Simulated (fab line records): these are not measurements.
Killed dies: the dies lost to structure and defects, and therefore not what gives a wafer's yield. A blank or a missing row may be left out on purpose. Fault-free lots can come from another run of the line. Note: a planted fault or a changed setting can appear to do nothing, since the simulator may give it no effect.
Problem report, 8D (eight disciplines) form, completed by code    flow rit_cmos    the parts of the form that need people (team, actions taken, sign-off) are left out

== 1. WHAT WENT WRONG ==
Wafers free of any fault read 1062 (standard deviation 11) for NRETRO_TW at RIT_NRETRO_TW_MEAS_10, against a mean of 873 on 6 wafers of 2 lots. Relative to the usual mean, that is a shift of -17 standard deviations.
The first sign was on wafer L326.1 at day 3 21:28, on film_metro-04. At this step, 42 wafers from 14 lots have a number in the record. Rule for "out" (also "out of limits"): further than 4 standard deviations from the usual mean. Any other wafer with a number is counted as sound.

== 2. WHAT IT IS, WHAT IT ISN'T ==
question                     is                            is not
which readings at this step  NRETRO_TW                     -
which lots                   L326, L327                    L319, L320, L321, L330, L331, L334, L336, L337, L338, L339, L340, L341
which wafers of those lots   all that have a number        -
read on which gauges         film_metro-03, film_metro-04  film_metro-02
when                         from day 3 21:28              up to then (9 sound wafers); but 27 sound wafers of L330, L331, L334, L336, L337, L338, L339, L340, L341 came after

== 3. WHAT RULES OUT EACH SUSPECT ==
Counting: a tool at a process step up to the reading stays a suspect if it ran every lot that is out and no sound lot after the first of them.
- ruled out: the gauge at RIT_NRETRO_TW_MEAS_10. 2 gauges (film_metro-03, film_metro-04) read the wafers that are out.
- plasma_asher-03 at RIT_PWELL_STRIP_09 (strips in O2, time 180 s): ruled out as a lasting fault. Following L326 (day 3 14:25), the first lot on it that is out, the sound lots L331, L334, L336, L339 were run on it.
- implanter-01 at RIT_NRETRO_IMPLANT_08: ruled out as a lasting fault. Following L326 (day 3 21:08), the first lot on it that is out, the sound lots L339, L340 were run on it.
Left after counting: nothing in the record.

== 4. THE CAUSE (what the simulator had put in) ==
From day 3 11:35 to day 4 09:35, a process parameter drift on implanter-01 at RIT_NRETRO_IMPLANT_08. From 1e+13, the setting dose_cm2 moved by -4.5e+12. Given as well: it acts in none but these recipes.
Counting ruled it out, wrongly: the rule takes a fault to strike every lot that its tool runs from its start on, and this one did not.

== 5. THE EFFECT CHAIN, in route order ==
Each row: a reading whose mean over the struck wafers that have a number lies more than 3 standard deviations from the usual. Only readings for which the record gives a usual standard deviation are gone through. hours: the time from each lot's start at the first step in this table that gives one to its start at this step, as a median over the lots. sigmas: the change in usual standard deviations.
hours  step                   reading             usual      on struck wafers  change      sigmas
0      RIT_NRETRO_IMPLANT_08  dose_ions_cm2       9.997e+12  5.485e+12         -4.512e+12  -99 or more
0      RIT_NRETRO_IMPLANT_08  faraday_current_uA  31.7       17.5              -14.2       -22
0      RIT_NRETRO_TW_MEAS_10  NRETRO_TW           1062       873               -189        -17
Process steps it contains:
- RIT_NRETRO_IMPLANT_08
Later steps that measure or inspect, where all struck wafers having a row at the step show a number for every such reading and not one has moved that far: RIT_PLDD_TW_MEAS_10.

== 6. WHAT WOULD HAVE CAUGHT IT SOONER ==
The first out-of-limits reading at a measuring or inspecting step in this record came at day 3 21:28, 10 hours after the fault's start at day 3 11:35.
The tool's own readings at RIT_NRETRO_IMPLANT_08 were out on every struck wafer that the step has a row for (dose_ions_cm2, faraday_current_uA): an alarm limit on them would have fired on the first of those.
